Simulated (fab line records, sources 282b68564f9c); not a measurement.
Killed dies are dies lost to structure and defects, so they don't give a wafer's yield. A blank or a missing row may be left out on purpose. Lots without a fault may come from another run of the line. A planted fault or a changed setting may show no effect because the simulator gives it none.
A struck lot beside a sound one | flow rit_cmos | 43 steps out of a route of 202
Sound: wafers L624.3, L624.4, L624.5. Struck: wafers L633.1, L633.4, L633.5. The cause comes at the end.
At each step with rows: each side's tool, then ch and its chambers, then its first start. Under that, the readings that differ: sound wafers | struck wafers | difference of the means | sigmas: that difference in standard deviations of wafers without a fault.
alike: readings whose means differ by less than 2 such deviations, and words and numbers that are the same on both sides. not compared: withheld readings, readings that some wafer has no value for, bounds like >300 that may hide the same value, and numbers for which the record gives no deviation and whose values overlap.
The two part at a step that has a row with sigmas, a row that says differs or no value, or rows on one side only. Numbers that don't overlap but have no deviation are shown without sigmas and don't part them. A reading that every wafer of one side lacks parts them only if that side has two wafers or more.

first, 1 step without rows for these wafers: RIT_PRETRO_DEVELOP_05 (develop time 68 s).
RIT_PRETRO_OVL_MEAS_06:
  sound on overlay-01, day 2 22:23; struck on overlay-02, day 4 18:50
  alike: PRETRO_OVL
then, 2 steps without rows for these wafers: RIT_PRETRO_HARDBAKE_07 (time 120 s); RIT_PRETRO_IMPLANT_08.
RIT_PRETRO_STRIP_09: strips in O2, time 180 s.
  sound on plasma_asher-02 ch 0,1, day 2 22:52; struck on plasma_asher-02 ch 0,1, day 4 19:17
  alike: drypump_motor_current_A, o2_flow_sccm
  not compared: rf_hours_counter_h
RIT_PRETRO_TW_MEAS_10:
  sound on film_metro-01, day 2 23:00; struck on film_metro-01, day 4 19:27
  alike: PRETRO_TW
then, 5 steps without rows for these wafers: RIT_GATE_WET_ETCH_00 (etches SiO2 in BOE, target depth 56 nm, time 60 s); RIT_GATE_CLEAN_01 (cleans in SC1, time 600 s); RIT_GATE_CLEAN_02 (cleans in dHF, time 30 s); RIT_GATE_CLEAN_03 (cleans in SC2, time 600 s); RIT_GATE_CLEAN_04 (cleans in dHF, time 60 s).
RIT_FOX2_THK_MEAS_91:
  sound on film_metro-03, day 2 23:28; struck on film_metro-01, day 4 19:56
  alike: FIELD_OXIDE_LEFT_2_THK
RIT_GATE_OXIDATION_05: target thk 3 nm, ox time 270 s.
  sound on furnace-03 ch 0, day 2 23:34; struck on furnace-03 ch 0, day 4 20:03
then, 1 step without rows for these wafers: RIT_GATE_ANNEAL_06 (time 600 s).
RIT_GATE_THK_MEAS_07:
  sound on film_metro-01, day 3 01:03; struck on film_metro-03, day 4 22:08
  alike: GATE_OXIDE_THK
then, 1 step without rows for these wafers: RIT_GATE_CVD_08 (deposits poly-Si from SiH4, target thk 250 nm, time 2220 s).
RIT_GATE_THK_MEAS_09:
  sound on film_metro-03, day 3 02:43; struck on film_metro-01, day 4 23:49
  reading            | sound             | struck            | difference | sigmas
  GATE_POLY_THK (nm) | 253.0 252.3 253.6 | 245.9 245.4 245.2 | -7.5       | -3
then, 6 steps without rows for these wafers: RIT_GATE_HMDS_10 (prime time 60 s); RIT_GATE_COAT_11 (resist thk 855.5 nm); RIT_GATE_SOFTBAKE_12 (time 60 s); RIT_GATE_EXPOSE_13 (exposes mask M6, target cd 150 nm); RIT_GATE_PEB_14; RIT_GATE_DEVELOP_15 (develop time 50 s).
RIT_GATE_CD_MEAS_16: target cd 150 nm.
  sound on cd_sem-02, day 3 03:47; struck on cd_sem-02, day 5 00:59
  alike: cd_nm
RIT_GATE_OVL_MEAS_17:
  sound on overlay-01, day 3 03:52; struck on overlay-02, day 5 01:07
  alike: GATE_OVL
then, 1 step without rows for these wafers: RIT_GATE_HARDBAKE_18 (time 60 s).
RIT_GATE_ETCH_19: etches poly-Si in SF6/CHF3/O2, stops on SiO2, time 165 s, target depth 312.5 nm.
  sound on rie_si-01 ch 1,2,3, day 3 04:02; struck on rie_si-02 ch 2,3, day 5 01:18
  reading               | sound             | struck            | difference | sigmas
  oes_product_au (a.u.) | 0.855 0.860 0.853 | 0.841 0.825 0.841 | -0.020     | -2
  alike: drypump_motor_current_A, throttle_valve_pct
  not compared: rf_hours_counter_h
RIT_GATE_STRIP_20: strips in O2, time 180 s.
  sound on plasma_asher-03 ch 0,1, day 3 04:13; struck on plasma_asher-03 ch 1, day 5 01:24
  alike: drypump_motor_current_A, o2_flow_sccm
  not compared: rf_hours_counter_h
RIT_GATE_CD_MEAS_90: target cd 150 nm.
  sound on cd_sem-02, day 3 04:22; struck on cd_sem-02, day 5 01:35
  reading    | sound             | struck            | difference | sigmas
  cd_nm (nm) | 149.0 151.1 152.3 | 146.3 148.2 147.0 | -3.6       | -2
then, 4 steps without rows for these wafers: RIT_REOX_CLEAN_00 (cleans in SC1, time 600 s); RIT_REOX_CLEAN_01 (cleans in dHF, time 30 s); RIT_REOX_CLEAN_02 (cleans in SC2, time 600 s); RIT_REOX_OXIDATION_03 (target thk 25.2 nm, ox time 5580 s).
RIT_REOX_THK_MEAS_04:
  sound on film_metro-02, day 3 07:23; struck on film_metro-02, day 5 04:37
  alike: REOX_OXIDE_THK
then, 6 steps without rows for these wafers: RIT_NLDD_HMDS_00 (prime time 60 s); RIT_NLDD_COAT_01 (resist thk 1000 nm); RIT_NLDD_SOFTBAKE_02 (time 60 s); RIT_NLDD_EXPOSE_03 (exposes mask M7, target cd 40700 nm); RIT_NLDD_PEB_04; RIT_NLDD_DEVELOP_05 (develop time 50 s).
RIT_NLDD_OVL_MEAS_06:
  sound on overlay-02, day 3 08:17; struck on overlay-02, day 5 05:43
  alike: NLDD_OVL
then, 1 step without rows for these wafers: RIT_NLDD_HARDBAKE_07 (time 60 s).
RIT_M1_PROBE_99:
  sound on prober-01, day 4 02:22; struck on prober-01, day 5 21:34
  reading                                      | sound                | struck               | difference | sigmas
  model.etest.diode_nwell_sub.leak_log10_a_cm2 | -7.623 -7.309 -7.618 | -6.693 -6.718 -6.933 | +0.735     |
  model.etest.nmos_0p15.gate_bv_v (V)          | 4.878 4.923 4.931    | 4.337 4.318 4.307    | -0.590     |
  model.etest.pmos_0p15.gate_bv_v (V)          | 4.776 4.817 4.846    | 4.23 4.191 4.165     | -0.62      |
  model.etest.pmos_0p15.bv_v (V)               | 5.738 5.753 5.789    | 5.306 5.28 5.251     | -0.481     |
  model.etest.pmos_0p3.bv_v (V)                | 5.737 5.752 5.786    | 5.305 5.279 5.251    | -0.480     |
  model.etest.nmos_0p3.bv_v (V)                | 5.52 5.543 5.534     | 5.245 5.227 5.226    | -0.300     |
  model.etest.nmos_0p15.bv_v (V)               | 5.52 5.543 5.534     | 5.245 5.227 5.226    | -0.300     |
  alike: killed_at_contacts, killed_at_front_end, killed_dies, killed_open, killed_short

WHERE THEY PART
First at RIT_GATE_THK_MEAS_09; last, within this record, at RIT_GATE_CD_MEAS_90. Later steps at which nothing parts them and some readings are alike: RIT_REOX_THK_MEAS_04, RIT_NLDD_OVL_MEAS_06, RIT_M1_PROBE_99.

WHY: what the simulator had put in
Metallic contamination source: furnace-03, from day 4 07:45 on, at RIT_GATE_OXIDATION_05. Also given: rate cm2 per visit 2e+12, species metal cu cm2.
